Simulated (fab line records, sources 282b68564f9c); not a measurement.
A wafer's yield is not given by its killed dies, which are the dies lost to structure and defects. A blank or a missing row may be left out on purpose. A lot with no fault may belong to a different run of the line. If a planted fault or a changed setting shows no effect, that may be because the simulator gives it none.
Commonality check across tools | flow rit-cmos | Sample size 14 lots and 48 wafers

WHY THIS WAS OPENED
RIT_SDANNEAL_RS_MEAS_07, reading NLDD_RS: flagged on 2 of 14 lots. Wafers without a fault read 151.7 ohm/sq, standard deviation 0.43.
Rule: a lot is flagged when every wafer of it that has a number lies more than 4 standard deviations from that mean, or none has a number. The rest of the lots are taken to be sound.

lot  | measured    | on            | NLDD_RS (ohm/sq), wafer by wafer    | flag
L119 | day 3 06:31 | film-metro-04 | 151.1 151.4 150.8                   |
L120 | day 3 08:43 | film-metro-04 | 152.1 151.3 151.8                   |
L121 | day 3 13:43 | film-metro-01 | 151.7 151.7 151.8                   |
L123 | day 3 22:52 | film-metro-04 | 151.8 151.3 151.4                   |
L124 | day 4 02:35 | film-metro-04 | 151.3 151.9 151.8                   |
L125 | day 4 10:43 | film-metro-02 | 151.5 151.9 151.6                   |
L132 | day 5 20:29 | film-metro-02 | 154.9 154.4 154.3 154.6 154.6 154.3 | FLAGGED
L133 | day 6 00:58 | film-metro-01 | 153.9 154.2 153.8 153.9 154.1 153.8 | FLAGGED
L135 | day 6 13:59 | film-metro-04 | 151.4 151.5 152.2                   |
L136 | day 7 03:30 | film-metro-02 | 152.2 152.0 151.8                   |
L137 | day 7 03:44 | film-metro-01 | 151.9 151.0 151.4                   |
L138 | day 7 17:01 | film-metro-01 | 151.7 151.6 151.3                   |
L141 | day 8 16:10 | film-metro-04 | 152.2 152.3 152.1                   |
L142 | day 9 01:04 | film-metro-01 | 151.8 151.7 152.3                   |
Average over the flagged lots: 154.2 ohm/sq; offset from the usual +2.5 ohm/sq, equal to +6 standard deviations.

WHICH TOOL EACH LOT WENT THROUGH
The record holds 1 process step before the reading, out of a route of 202 steps. Cell contents, in order: the tool; ch with the chambers the sampled wafers went through; the start.
lot  | flag    | RIT_NLDD_IMPLANT_08
L119 |         | implanter-04 ch 0, day 2 21:47
L120 |         | implanter-04 ch 0, day 3 00:11
L121 |         | implanter-01 ch 0, day 3 05:22
L123 |         | implanter-03 ch 0, day 3 14:23
L124 |         | implanter-01 ch 0, day 3 18:16
L125 |         | implanter-03 ch 0, day 4 02:17
L132 | FLAGGED | implanter-03 ch 0, day 5 12:14
L133 | FLAGGED | implanter-03 ch 0, day 5 16:32
L135 |         | implanter-01 ch 0, day 6 05:55
L136 |         | implanter-04 ch 0, day 6 19:11
L137 |         | implanter-01 ch 0, day 6 19:26
L138 |         | implanter-04 ch 0, day 7 08:41
L141 |         | implanter-01 ch 0, day 8 05:28
L142 |         | implanter-03 ch 0, day 8 16:16
These steps, and what they do:
- RIT_NLDD_IMPLANT_08
- RIT_SDANNEAL_RS_MEAS_07: measures by four-point-probe.

FLAGGED AGAINST TOTAL, ONE TOOL AT A TIME (gauges that did the reading follow at the end)
step                    | tool          | lots run | flagged | share of the flagged lots | sound lots run after its first flagged lot
RIT_NLDD_IMPLANT_08     | implanter-01  | 5        | 0       | none                      | -
RIT_NLDD_IMPLANT_08     | implanter-03  | 5        | 2       | all                       | 1 (L142)
RIT_NLDD_IMPLANT_08     | implanter-04  | 4        | 0       | none                      | -
RIT_SDANNEAL_RS_MEAS_07 | film-metro-01 | 5        | 1       | some                      | 3 (L137,L138,L142)
RIT_SDANNEAL_RS_MEAS_07 | film-metro-02 | 3        | 1       | some                      | 1 (L136)
RIT_SDANNEAL_RS_MEAS_07 | film-metro-04 | 6        | 0       | none                      | -

WHAT THE TABLE ALLOWS
All flagged lots share 1 row of the table, namely implanter-03 at RIT_NLDD_IMPLANT_08.
- implanter-03 at RIT_NLDD_IMPLANT_08: 2 of its 5 lots flagged. Lots that were sound ran on it after the first flagged one (L142); a persistent fault on the entire tool would not allow that. Its own readings (dose-ions-cm2) fall more than 4 standard deviations out on all wafers of the flagged lots.
None of the table's rows ran every flagged lot and, after the first, no sound lot.

WHAT HAD BEEN PUT IN BY THE SIMULATOR
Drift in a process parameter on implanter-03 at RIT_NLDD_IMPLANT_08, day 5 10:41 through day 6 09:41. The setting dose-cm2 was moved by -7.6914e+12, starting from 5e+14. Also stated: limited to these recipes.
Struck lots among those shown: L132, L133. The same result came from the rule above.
